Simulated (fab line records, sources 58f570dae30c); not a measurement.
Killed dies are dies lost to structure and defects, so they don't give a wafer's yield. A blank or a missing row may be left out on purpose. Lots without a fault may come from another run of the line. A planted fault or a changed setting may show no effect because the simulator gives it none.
Which tool did it? | flow berkeley_cmos170 | 14 lots, 42 wafers sampled, at 5 steps of a route of 331

WHAT THE GAUGES READ, wafer by wafer
UCB170_NSD_CD_MEAS_06: target cd 1200 nm.
lot  | measured     | on        | cd_nm (nm)
L765 | day 8 13:52  | cd_sem-02 | 1203.4 1201.6 1202.3
L766 | day 8 14:09  | cd_sem-01 | 1200.1 1197.9 1200.8
L767 | day 8 17:23  | cd_sem-01 | 1198.9 1200.0 1199.3
L770 | day 9 00:51  | cd_sem-02 | 1199.3 1199.8 1199.5
L771 | day 9 16:13  | cd_sem-01 | 1200.9 1201.4 1199.4
L773 | day 9 18:12  | cd_sem-02 | 1199.0 1198.4 1198.9
L776 | day 10 05:47 | cd_sem-02 | 1199.7 1199.9 1200.6
L775 | day 10 06:02 | cd_sem-01 | 1201.2 1199.7 1199.6
L777 | day 10 17:11 | cd_sem-01 | 1199.5 1199.6 1200.3
L778 | day 10 17:29 | cd_sem-02 | 1199.5 1198.0 1198.7
L779 | day 10 17:47 | cd_sem-01 | 1201.4 1202.7 1201.1
L782 | day 10 20:59 | cd_sem-01 | 1198.7 1198.9 1199.4
L780 | day 11 03:42 | cd_sem-01 | 1198.9 1199.8 1199.8
L786 | day 12 11:01 | cd_sem-01 | 1200.6 1200.9 1199.9

UCB170_SDANNEAL_RS_MEAS_03: measures by four-point-probe.
lot  | measured     | on            | NSD_RS (ohm/sq)
L765 | day 8 15:30  | film_metro-03 | 37.28 37.25 37.25
L766 | day 8 15:47  | film_metro-01 | 37.09 37.22 37.12
L767 | day 8 19:01  | film_metro-03 | 37.17 37.30 37.16
L770 | day 9 02:28  | film_metro-01 | 37.14 37.23 37.08
L771 | day 9 18:55  | film_metro-03 | 37.09 37.17 37.23
L773 | day 9 20:54  | film_metro-03 | 37.43 37.37 37.32
L776 | day 10 07:28 | film_metro-02 | 37.26 37.29 37.20
L775 | day 10 07:55 | film_metro-03 | 37.26 37.22 37.19
L777 | day 10 18:53 | film_metro-03 | 37.40 37.41 37.32
L778 | day 10 19:26 | film_metro-02 | 37.10 37.18 37.12
L779 | day 10 19:40 | film_metro-03 | - - -
L782 | day 10 22:53 | film_metro-02 | 37.13 37.27 37.17
L780 | day 11 05:19 | film_metro-03 | - - -
L786 | day 12 12:37 | film_metro-03 | 37.35 37.31 37.32

UCB170_SILICIDE_THK_MEAS_03: measures by xrf.
lot  | measured     | on            | SILICIDE_TI_THK (nm)
L765 | day 8 16:04  | film_metro-02 | 29.9 30.1 29.8
L766 | day 8 16:20  | film_metro-04 | 29.8 30.1 30.0
L767 | day 8 19:34  | film_metro-04 | 30.5 30.3 30.4
L770 | day 9 03:01  | film_metro-01 | 30.1 30.2 30.0
L771 | day 9 19:29  | film_metro-02 | 29.9 29.9 30.0
L773 | day 9 21:29  | film_metro-04 | 31.0 30.9 30.8
L776 | day 10 08:05 | film_metro-02 | 29.9 29.7 29.9
L775 | day 10 08:29 | film_metro-04 | 30.3 30.6 30.7
L777 | day 10 19:28 | film_metro-01 | 30.3 30.6 30.6
L778 | day 10 20:01 | film_metro-01 | 30.1 29.9 30.3
L779 | day 10 20:14 | film_metro-02 | 30.3 30.4 30.1
L782 | day 10 23:27 | film_metro-01 | 30.0 30.4 30.3
L780 | day 11 05:53 | film_metro-01 | 29.8 30.1 30.3
L786 | day 12 13:12 | film_metro-01 | 30.5 30.8 30.6

WHICH TOOL RAN EACH LOT (tool, then ch and the chambers of the sampled wafers, then the start)
lot  | UCB170_NSD_IMPLANT_08           | UCB170_BACKSIDE_STRIP_03
L765 | implanter-02 ch 0, day 8 14:02  | plasma_asher-03 ch 0,1, day 8 14:58
L766 | implanter-01 ch 0, day 8 14:19  | plasma_asher-04 ch 0,1, day 8 15:15
L767 | implanter-01 ch 0, day 8 17:34  | plasma_asher-03 ch 1, day 8 18:28
L770 | implanter-02 ch 0, day 9 01:01  | plasma_asher-04 ch 0,1, day 9 01:56
L771 | implanter-01 ch 0, day 9 16:23  | plasma_asher-04 ch 0,1, day 9 18:23
L773 | implanter-04 ch 0, day 9 18:22  | plasma_asher-01 ch 0,1, day 9 20:23
L776 | implanter-04 ch 0, day 10 05:56 | plasma_asher-01 ch 0,1, day 10 06:56
L775 | implanter-04 ch 0, day 10 06:11 | plasma_asher-01 ch 0,1, day 10 07:23
L777 | implanter-01 ch 0, day 10 17:20 | plasma_asher-04 ch 0,1, day 10 18:22
L778 | implanter-02 ch 0, day 10 17:39 | plasma_asher-04 ch 0,1, day 10 18:49
L779 | implanter-04 ch 0, day 10 17:57 | plasma_asher-01 ch 0,1, day 10 19:04
L782 | implanter-01 ch 0, day 10 21:09 | plasma_asher-04 ch 0,1, day 10 22:20
L780 | implanter-04 ch 0, day 11 03:51 | plasma_asher-04 ch 0,1, day 11 04:47
L786 | implanter-01 ch 0, day 12 11:10 | plasma_asher-03 ch 0,1, day 12 12:06
- UCB170_NSD_IMPLANT_08
- UCB170_BACKSIDE_STRIP_03: strips in O2.

WHAT THE TOOLS THEMSELVES READ (means of the sampled wafers that have a number; where no wafer has one, the mark that the record gives instead)
UCB170_NSD_IMPLANT_08.
lot  | tool         | dose_ions_cm2 | tilt_deg (degrees)
L765 | implanter-02 | 3e+15         | 7.002
L766 | implanter-01 | 3e+15         | 7.003
L767 | implanter-01 | 3e+15         | 6.980
L770 | implanter-02 | 3e+15         | 7.009
L771 | implanter-01 | 3e+15         | 7.015
L773 | implanter-04 | 3e+15         | 6.996
L776 | implanter-04 | 3e+15         | 6.992
L775 | implanter-04 | 3e+15         | 7.005
L777 | implanter-01 | 3e+15         | 7.002
L778 | implanter-02 | 3e+15         | 7.006
L779 | implanter-04 | 3e+15         | 3.997
L782 | implanter-01 | 3e+15         | 7.002
L780 | implanter-04 | 3e+15         | 3.970
L786 | implanter-01 | 3e+15         | 6.983

UCB170_BACKSIDE_STRIP_03.
lot  | tool            | drypump_motor_current_A (A) | oes_product_au (a.u.) | strip_time_to_endpoint_s (s)
L765 | plasma_asher-03 | 6.3                         | 0.730                 | 21.94
L766 | plasma_asher-04 | 5.4                         | 0.737                 | 21.94
L767 | plasma_asher-03 | 5.4                         | 0.729                 | 22.05
L770 | plasma_asher-04 | 5.4                         | 0.732                 | 21.93
L771 | plasma_asher-04 | 5.6                         | 0.735                 | 22.02
L773 | plasma_asher-01 | 6.2                         | 0.735                 | 22.02
L776 | plasma_asher-01 | 6.2                         | 0.731                 | 22.03
L775 | plasma_asher-01 | 6.2                         | 0.735                 | 21.88
L777 | plasma_asher-04 | 5.6                         | 0.738                 | 21.89
L778 | plasma_asher-04 | 5.4                         | 0.734                 | 21.91
L779 | plasma_asher-01 | 6.2                         | 0.736                 | 22.03
L782 | plasma_asher-04 | 5.6                         | 0.733                 | 21.93
L780 | plasma_asher-04 | 5.4                         | 0.735                 | 22.04
L786 | plasma_asher-03 | 6.3                         | 0.737                 | 21.97

THE ANSWER, worked out from the rows above alone
Rule: what is usual is taken from the lots themselves. Put in order of their means at a reading, lots are off if they are a third of the lots or fewer, leave a main group of 4 or more, and stand apart from it by a gap of 3 or more times the standard deviation of the main group's means; of several such gaps the widest counts. A main group whose means are all the same, to the digits that the tables above print for the reading, isn't used. A lot without any number at a reading at which 4 lots or more have one is off too. The other lots that the step has rows for count as sound. The gauges are gone through in route order, then the tools' own readings, and for those a lot's mean is taken as printed above. The first step at which some lot is off is used, and at that step the reading that is off furthest; a lot without a number counts as furthest.
Off: L779, L780, at UCB170_SDANNEAL_RS_MEAS_03 (NSD_RS). Without a number there: L779, L780. The main group: mean 37.23 ohm/sq, standard deviation 0.083.
A tool fits if, at a process step before that reading, it ran every lot that is off, and no sound lot after the first of them. The gauges at UCB170_SDANNEAL_RS_MEAS_03 aren't tried: what is off there is off at UCB170_NSD_IMPLANT_08 too, on other tools, and a gauge's error can't cause that. One fits: implanter-04 at UCB170_NSD_IMPLANT_08. Its last sound lot is L775 (day 10 06:11), its first lot that is off L779 (day 10 17:57): a fault that began between those two fits.
The tool's own readings at UCB170_NSD_IMPLANT_08 bear it out: on the lots that are off they differ by more than 5 times the standard deviation of the sound lots' means. tilt_deg reads 3.984 degrees there against 7.000 degrees on the sound lots.

WHAT THE SIMULATOR HAD PUT IN
Process parameter drift: implanter-04, from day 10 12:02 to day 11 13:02, at UCB170_NSD_IMPLANT_08. Setting tilt_deg, moved by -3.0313, from 7. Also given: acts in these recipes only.
Lots struck among those shown: L779, L780. The rule above found the same.
